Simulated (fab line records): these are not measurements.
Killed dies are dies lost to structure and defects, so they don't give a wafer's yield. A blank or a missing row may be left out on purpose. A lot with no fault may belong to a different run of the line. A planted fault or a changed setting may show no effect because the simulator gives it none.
fab line records | flow ritCmos
record lots=5 wafers=15 lastDay=7
route steps=202 shown PSD@150 SDANNEAL@153 NSD@158 PLDD@159 NLDD@160 SILICIDE@161 M1@202
lots that met no fault: taken from a fault-free run of the same line
startH: hours from the record's first day to the start of the lot's first wafer shown | waitH: time in hours since the lot's previous step | " as in the row above | L1.1+2: several wafers, shown together as one row | - value missing, or start not given | * or withheld: withheld | < > ~ a bound
route shown NAME@n: a module of which the file shows steps, and the number in the route of the first | usual: mean/standard deviation taken from wafers without a fault | same: alike in all rows | chamber/n: place in a boat | sites: the reading at each site | _std_site: standard deviation across them | _edge_site: inner sites' mean taken away from outer sites' mean | radiusMm: how far each site lies from the wafer's centre | mask NAME#n: copy n | behind: tool/chamber where the wafer was last shaped | hold: why the lot went on hold/how many hours it stayed there/how the hold came to an end | device: transistor that didn't switch, given as n, p or np | end of line: at the end of the route, the tests of the same wafers | a step given without rows: its recipe and nothing more | killed: at the first sort, the dies lost to defects and structure; wafer yield is something else | map: per-die view of a wafer (x killed, . not killed, _ where there is no die)
set.NAME: setting as actually run; set.NAME@STEP: the setting as run at that earlier step | model.NAME: the simulator's own value behind a step, which no gauge read
a table for each step, a row for each wafer; lots at some steps of the route
services: from which hour (startH, from the record's first day; less than 0 if before it) a tool's chamber was out of use, for how many hours, and why
## steps
# step RIT_PSD_IMPLANT_08
# recipe species=BF2 energyKev=27.24 doseCm2=5e+15 tiltDeg=7
# step RIT_PSD_STRIP_09
# recipe chemistry=O2 timeS=180 resist=NOVOLAK platenTempC=withheld powerW=500 pressureMtorr=4000 o2FlowSccm=4000
# usual drypumpMotorCurrentA=6.0/0.62
# columns lot.wafer tool chamber startH waitH drypumpMotorCurrentA rfHoursCounterH
L983.2 plasmaAsher-01 0 70.91 0.1 6.6 43
L983.4 " 0 " " 6.6 -
L983.5 " 1 " " 5.9 -
L987.1 plasmaAsher-01 0 85.08 0.1 6.6 45
L987.2 " 1 " " 5.9 45
L987.5 " 1 " " 5.9 -
L995.1 plasmaAsher-03 0 124.85 0.1 4.9 46
L995.4 " 0 " " 4.9 -
L995.6 " 1 " " 6.2 -
L100.1 plasmaAsher-01 1 149.75 0.1 5.9 3
L100.3 " 1 " " 5.9 -
L100.4 " 0 " " 6.6 -
L102.2 plasmaAsher-03 0 160.66 0.1 4.9 50
L102.3 " 0 " " 4.9 -
L102.5 " 0 " " 4.9 -
# step RIT_PSD_TW_MEAS_10
# usual PSD_TW=3404/23
# columns lot.wafer tool chamber startH waitH PSD_TW
L983.2 filmMetro-02 - 71.09 0.1 3386
L983.4 " - " " 3390
L983.5 " - " " 3416
L987.1 filmMetro-01 - 85.25 0.1 3390
L987.2 " - " " 3397
L987.5 " - " " 3386
L995.1 filmMetro-02 - 125.03 0.1 3379
L995.4 " - " " 3394
L995.6 " - " " 3391
L100.1 filmMetro-04 - 149.93 0.1 3431
L100.3 " - " " 3435
L100.4 " - " " 3433
L102.2 filmMetro-02 - 160.84 0.1 3377
L102.3 " - " " 3385
L102.5 " - " " 3384
# step RIT_SDANNEAL_CLEAN_00
# recipe chemistry=SC1 mix=3:3:50 timeS=600 tempC=75
# step RIT_SDANNEAL_CLEAN_01
# recipe chemistry=dHF dilution=50:1 timeS=30
# step RIT_SDANNEAL_CLEAN_02
# recipe chemistry=SC2 mix=3:3:50 timeS=600 tempC=75 dry=n2Spin
# step RIT_SDANNEAL_RTA_03
# recipe tempC=1050 timeS=5 idleTempC=600 rampUpCPerS=342 rampDownCPerS=171 coolToC=600 ambient=N2
# usual rampUpCPerS=342.00/0.063 wafer_temp_C_max=1053.5/1.3
# columns lot.wafer tool chamber startH waitH rampUpCPerS wafer_temp_C_max
L983.2 rtpAnneal-02 0 71.76 0.0 341.99 1052.8
L983.4 " 0 " " 341.89 1054.7
L983.5 " 0 " " 342.01 1053.7
L987.1 rtpAnneal-02 0 85.68 0.0 342.07 1053.5
L987.2 " 0 " " 341.87 1054.3
L987.5 " 0 " " 341.95 1054.5
L995.1 rtpAnneal-02 0 125.49 0.0 342.11 1054.4
L995.4 " 0 " " 342.11 1051.8
L995.6 " 0 " " 342.02 1053.3
L100.1 rtpAnneal-01 0 150.53 0.0 341.92 1054.7
L100.3 " 0 " " 342.06 1054.0
L100.4 " 0 " " 341.95 1052.0
L102.2 rtpAnneal-01 0 161.27 0.0 342.00 1052.4
L102.3 " 0 " " 341.97 1057.0
L102.5 " 0 " " 342.00 1053.3
# step RIT_SDANNEAL_RS_MEAS_04
# recipe thkMeasGauge=four-point-probe
# usual PSD_RS=115.42/0.27
# columns lot.wafer tool chamber startH waitH PSD_RS[ohm/sq]
L983.2 filmMetro-01 - 71.83 0.1 115.70
L983.4 " - " " 115.78
L983.5 " - " " 115.73
L987.1 filmMetro-02 - 85.74 0.0 115.65
L987.2 " - " " 116.10
L987.5 " - " " 115.76
L995.1 filmMetro-01 - 125.55 0.0 115.37
L995.4 " - " " 115.27
L995.6 " - " " 115.19
L100.1 filmMetro-04 - 150.59 0.0 114.97
L100.3 " - " " 115.20
L100.4 " - " " 114.67
L102.2 filmMetro-01 - 161.34 0.1 116.12
L102.3 " - " " 115.73
L102.5 " - " " 115.37
# step RIT_SDANNEAL_RS_MEAS_05
# recipe thkMeasGauge=four-point-probe
# usual NSD_RS=84.6/0.32
# columns lot.wafer tool chamber startH waitH NSD_RS[ohm/sq]
L983.2 filmMetro-01 - 71.95 0.1 83.9
L983.4 " - " " 84.2
L983.5 " - " " 84.2
L987.1 filmMetro-02 - 85.86 0.1 84.9
L987.2 " - " " 85.0
L987.5 " - " " 84.9
L995.1 filmMetro-01 - 125.67 0.1 83.8
L995.4 " - " " 84.0
L995.6 " - " " 84.0
L100.1 filmMetro-04 - 150.71 0.1 84.5
L100.3 " - " " 84.5
L100.4 " - " " 84.6
L102.2 filmMetro-01 - 161.46 0.1 84.7
L102.3 " - " " 85.0
L102.5 " - " " 84.5
# step RIT_SDANNEAL_RS_MEAS_06
# recipe thkMeasGauge=four-point-probe
# usual PLDD_RS=178.6/0.46
# columns lot.wafer tool chamber startH waitH PLDD_RS[ohm/sq]
L983.2 filmMetro-01 - 72.07 0.1 179.1
L983.4 " - " " 178.9
L983.5 " - " " 178.6
L987.1 filmMetro-02 - 85.98 0.1 179.7
L987.2 " - " " 179.7
L987.5 " - " " 179.3
L995.1 filmMetro-01 - 125.79 0.1 178.7
L995.4 " - " " 178.2
L995.6 " - " " 178.7
L100.1 filmMetro-04 - 150.83 0.1 179.1
L100.3 " - " " 179.1
L100.4 " - " " 178.8
L102.2 filmMetro-01 - 161.58 0.1 179.2
L102.3 " - " " 178.3
L102.5 " - " " 178.4
# step RIT_SDANNEAL_RS_MEAS_07
# recipe thkMeasGauge=four-point-probe
# usual NLDD_RS=154.5/0.61
# columns lot.wafer tool chamber startH waitH NLDD_RS[ohm/sq]
L983.2 filmMetro-01 - 72.19 0.1 154.2
L983.4 " - " " 154.7
L983.5 " - " " 154.3
L987.1 filmMetro-02 - 86.10 0.1 154.5
L987.2 " - " " 154.6
L987.5 " - " " 154.5
L995.1 filmMetro-01 - 125.91 0.1 153.7
L995.4 " - " " 153.8
L995.6 " - " " 154.3
L100.1 filmMetro-04 - 150.95 0.1 154.0
L100.3 " - " " 153.9
L100.4 " - " " 153.7
L102.2 filmMetro-01 - 161.70 0.1 154.4
L102.3 " - " " 154.4
L102.5 " - " " 154.5
# step RIT_SILICIDE_WET_ETCH_00
# recipe chemistry=BOE target=SiO2 targetDepthNm=14 timeS=15 dry=n2Spin dilution=10:1 tempC=21.5
# step RIT_SILICIDE_SPUTTER_01
# recipe material=Ti targetThkNm=30 powerW=350 chamberPressurePa=0.667 gas=Ar timeS=240 substrateTempC=25
# usual throttleValvePct=30.1/0.92
# columns lot.wafer tool chamber startH waitH throttleValvePct model.Ti_of_SILICIDE_SPUTTER_01.thkNm
L983.2 pvdSputter-01 - 72.30 0.0 30.6 29.91
L983.4 " - " " 29.5 29.91
L983.5 " - " " 31.2 30.31
L987.1 pvdSputter-04 - 86.23 0.0 29.3 30.69
L987.2 " - " " 29.6 30.65
L987.5 " - " " 29.4 30.44
L995.1 pvdSputter-04 - 126.04 0.0 31.7 30.05
L995.4 " - " " 30.7 29.7
L995.6 " - " " 29.3 42.52
L100.1 pvdSputter-03 - 151.08 0.0 28.7 29.78
L100.3 " - " " 29.3 29.37
L100.4 " - " " 30.8 29.34
L102.2 pvdSputter-03 - 161.81 0.0 29.5 29.64
L102.3 " - " " 28.9 29.89
L102.5 " - " " 29.2 29.44
# step RIT_SILICIDE_RS_MEAS_02
# recipe thkMeasGauge=four-point-probe reads=Ti_of_SILICIDE_SPUTTER_01
# usual SILICIDE_TI_RS=47.7/0.83
# columns lot.wafer tool chamber startH waitH SILICIDE_TI_RS[ohm/sq]
L983.2 filmMetro-03 - 72.47 0.1 48.0
L983.4 " - " " 48.0
L983.5 " - " " 47.2
L987.1 filmMetro-02 - 86.40 0.1 46.6
L987.2 " - " " 46.6
L987.5 " - " " 47.0
L995.1 filmMetro-03 - 126.19 0.1 47.7
L995.4 " - " " 48.5
L995.6 " - " " 31.1
L100.1 filmMetro-03 - 151.23 0.1 48.3
L100.3 " - " " 49.1
L100.4 " - " " 49.2
L102.2 filmMetro-02 - 161.98 0.1 48.7
L102.3 " - " " 48.2
L102.5 " - " " 49.0
# step RIT_SILICIDE_THK_MEAS_03
# recipe thkMeasGauge=xrf reads=Ti_of_SILICIDE_SPUTTER_01
# usual SILICIDE_TI_THK=29.9/0.41
# columns lot.wafer tool chamber startH waitH SILICIDE_TI_THK[nm]
L983.2 filmMetro-03 - 72.58 0.1 29.7
L983.4 " - " " 29.6
L983.5 " - " " 30.2
L987.1 filmMetro-02 - 86.52 0.1 30.8
L987.2 " - " " 30.7
L987.5 " - " " 30.5
L995.1 filmMetro-03 - 126.31 0.1 29.9
L995.4 " - " " 29.5
L995.6 " - " " 42.2
L100.1 filmMetro-03 - 151.35 0.1 29.8
L100.3 " - " " 29.4
L100.4 " - " " 29.3
L102.2 filmMetro-02 - 162.09 0.1 29.6
L102.3 " - " " 29.8
L102.5 " - " " 29.4
# step RIT_SILICIDE_RTA_04
# recipe tempC=650 timeS=10 idleTempC=25 rampUpS=5 rampDownS=5 coolToC=25 ambient=N2
# usual wafer_temp_C_max=652.7/0.61
# columns lot.wafer tool chamber startH waitH wafer_temp_C_max
L983.2 rtpAnneal-01 0 72.64 0.1 653.0
L983.4 " 0 " " 652.1
L983.5 " 0 " " 652.2
L987.1 rtpAnneal-01 0 86.58 0.1 652.5
L987.2 " 0 " " 652.5
L987.5 " 0 " " 653.2
L995.1 rtpAnneal-01 0 126.37 0.1 652.7
L995.4 " 0 " " 653.3
L995.6 " 0 " " 652.8
L100.1 rtpAnneal-02 0 151.41 0.1 652.2
L100.3 " 0 " " 652.0
L100.4 " 0 " " 653.8
L102.2 rtpAnneal-02 0 162.15 0.1 652.6
L102.3 " 0 " " 652.6
L102.5 " 0 " " 652.6
# step RIT_M1_PROBE_99
# usual killed_at_M0_to_M3=0.0/0.2 killedAtContacts=0.2/0.38 killedAtFrontEnd=6.7/3 killedDies=6.9/3 killedOnRim=1.8/1.4 killedOpen=3.5/1.9 killedShort=3.3/2
# same grossDies=264 killed_at_M4_up=0 killedAtBackSide=0 killedAtOther=0
# columns lot.wafer tool chamber startH waitH killed_at_M0_to_M3 killedAtContacts killedAtFrontEnd killedDies killedOnRim killedOpen killedShort model.etest.npolyLine.lineOhmUm model.etest.contactPplus.endOhmUm model.etest.ppolyLine.lineOhmUm model.etest.contactNplus.endOhmUm model.etest.ppolyLine.widthNm model.etest.npolyLine.widthNm model.etest.npolyLine.rsOhmSq model.etest.pmos_0p15.gateLog10ACm2
L983.2 prober-02 - 79.38 0.1 0 0 5 5 1 2 3 163.9 44.1 156.6 39.28 104.8 104.6 17.1 -6.588
L983.4 prober-02 - 79.48 0.2 0 0 11 11 3 7 4 166.8 41.98 162.7 41.54 102.7 101.8 17.03 -6.376
L983.5 prober-02 - 79.53 0.2 0 0 10 10 1 6 4 159.2 44.06 155.2 40.02 105.8 104.9 16.89 -6.358
L987.1 prober-02 - 93.89 0.1 1 0 8 9 4 3 5 162.3 45.47 157.8 41.85 102.4 102.3 16.85 -6.56
L987.2 prober-02 - 93.94 0.1 1 0 9 10 3 5 4 170 45.11 163.8 40.87 100.7 100.1 16.8 -6.465
L987.5 prober-02 - 94.09 0.2 1 0 6 7 1 4 2 166.1 46.03 158.6 41.12 102.7 101.9 16.85 -6.236
L995.1 prober-02 - 133.45 0.1 0 0 7 7 1 2 5 163 42.59 158.1 39.78 103.1 101.9 16.91 -6.767
L995.4 prober-02 - 133.60 0.2 0 0 6 6 1 3 3 168 42.73 161.9 40.26 102.6 101.8 17.08 -7.05
L995.6 prober-02 - 133.70 0.2 0 0 3 3 3 2 1 145.7 62.65 141.9 59.19 95.49 94.25 13.71 -3.728
L100.1 prober-01 - 158.67 0.1 0 0 7 7 3 4 3 161.4 44.12 156.2 43 105.9 105.5 16.87 -6.752
L100.3 prober-01 - 158.77 0.2 0 0 6 6 1 1 5 159.3 42.98 152.5 41.89 107.4 106.5 17.05 -6.615
L100.4 prober-01 - 158.82 0.2 0 0 9 9 4 6 2 166.6 44.05 156.7 41.31 106.9 106.1 17.29 -6.653
L102.2 prober-01 - 168.80 0.1 0 2 3 5 2 1 2 171.6 43.71 167.7 41.91 99.96 99.12 17.23 -6.199
L102.3 prober-01 - 168.85 0.2 0 0 7 7 2 5 2 166.1 44.54 159.5 40.74 103 101.1 17.09 -6.165
L102.5 prober-01 - 168.95 0.2 0 0 7 7 0 2 5 169 43.97 164.3 40.95 101.9 100.5 17.21 -6.171
# killed by level:class
L983.2 REOX:geometricParticle:short=2 FOX1:geometricParticle:short=1 FOX1:geometricParticle:open=1 REOX:geometricParticle:open=1
L983.4 GATE:geometricParticle:short=2 REOX:geometricParticle:open=2 SPACER:geometricParticle:open=2 SPACER:geometricParticle:short=2 FOX2:geometricParticle:open=1 GATE:geometricParticle:open=1 SILICIDE:geometricParticle:open=1
L983.5 GATE:geometricParticle:open=4 REOX:geometricParticle:short=3 REOX:geometricParticle:open=2 GATE:geometricParticle:short=1
L987.1 GATE:geometricParticle:short=3 FOX2:geometricParticle:open=1 GATE:geometricParticle:open=1 REOX:geometricParticle:open=1 SPACER:geometricParticle:short=1 SILICIDE:geometricParticle:short=1 M1:coatMicrobubblePrinted=1
L987.2 SILICIDE:geometricParticle:short=3 GATE:geometricParticle:open=2 SPACER:geometricParticle:open=2 REOX:geometricParticle:short=1 SILICIDE:geometricParticle:open=1 M1:coatMicrobubblePrinted=1
L987.5 FOX2:geometricParticle:open=1 GATE:geometricParticle:short=1 GATE:geometricParticle:open=1 SPACER:geometricParticle:open=1 SILICIDE:geometricParticle:short=1 SILICIDE:geometricParticle:open=1 M1:coatMicrobubblePrinted=1
L995.1 SILICIDE:geometricParticle:short=3 FOX1:geometricParticle:short=2 GATE:geometricParticle:open=1 REOX:geometricParticle:open=1
L995.4 REOX:geometricParticle:open=2 GATE:geometricParticle:open=1 GATE:geometricParticle:short=1 REOX:geometricParticle:short=1 SPACER:geometricParticle:short=1
L995.6 FOX2:geometricParticle:open=1 FOX2:geometricParticle:short=1 REOX:geometricParticle:open=1
L100.1 REOX:geometricParticle:short=2 ACTIVE:geometricParticle:short=1 FOX1:geometricParticle:open=1 FOX2:geometricParticle:open=1 GATE:geometricParticle:open=1 REOX:geometricParticle:open=1
L100.3 GATE:geometricParticle:short=2 REOX:geometricParticle:short=2 FOX1:geometricParticle:open=1 SPACER:geometricParticle:short=1
L100.4 SPACER:geometricParticle:open=2 FOX1:geometricParticle:open=1 GATE:geometricParticle:open=1 GATE:geometricParticle:short=1 REOX:geometricParticle:short=1 REOX:geometricParticle:open=1 SILICIDE:geometricParticle:open=1 GATE:areaDevelop=1
L102.2 CONTACT:coatMicrobubblePrinted=2 FOX1:geometricParticle:short=1 GATE:geometricParticle:open=1 REOX:geometricParticle:short=1
L102.3 GATE:geometricParticle:open=2 FOX2:geometricParticle:open=1 FOX2:geometricParticle:short=1 REOX:geometricParticle:open=1 SPACER:geometricParticle:short=1 SILICIDE:geometricParticle:open=1
L102.5 GATE:geometricParticle:short=2 FOX2:geometricParticle:short=1 SPACER:geometricParticle:open=1 SPACER:geometricParticle:short=1 SILICIDE:geometricParticle:short=1 SILICIDE:geometricParticle:open=1
## services
# columns tool chamber startH hours kind
pvdSputter-04 - 72.78 7.1 repair
plasmaAsher-01 - 108.75 9.0 pm
plasmaAsher-01 0 108.75 9.0 ventCycle
plasmaAsher-01 1 108.75 9.0 ventCycle
plasmaAsher-01 0 117.75 - clean
plasmaAsher-01 1 117.75 - clean
## key
firstSign step=RIT_SILICIDE_RS_MEAS_02 reading=SILICIDE_TI_RS direction=down sigmas=20 usual=47.7 struck=31.1
effect step=RIT_SILICIDE_THK_MEAS_03 reading=SILICIDE_TI_THK direction=up sigmas=30 usual=29.9 struck=42.2
modelEffect step=RIT_SILICIDE_SPUTTER_01 value=Ti_of_SILICIDE_SPUTTER_01.thkNm without=30.5 struck=42.52
modelEffect step=RIT_M1_PROBE_99 value=etest.npolyLine.lineOhmUm without=165.9 struck=145.7
metAt RIT_SILICIDE_SPUTTER_01
struckWafers L995.6
testerLeftOut L995
onsetBetween 86.23 126.04
fault kind=processParameterDrift tool=pvdSputter-04 chamber=- onsetH=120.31 steps=RIT_SILICIDE_SPUTTER_01 channel=timeS offset=* shape=step endH=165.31 stated=* scope=struckWafersOnly
# testerLeftOut: of these lots the tester's yield and bins aren't shown, on N5 and GAA mostly nor the transistor test; their killed dies are dies lost to structure and defects alone, not to doping, threshold or leakage, so they don't give the yield
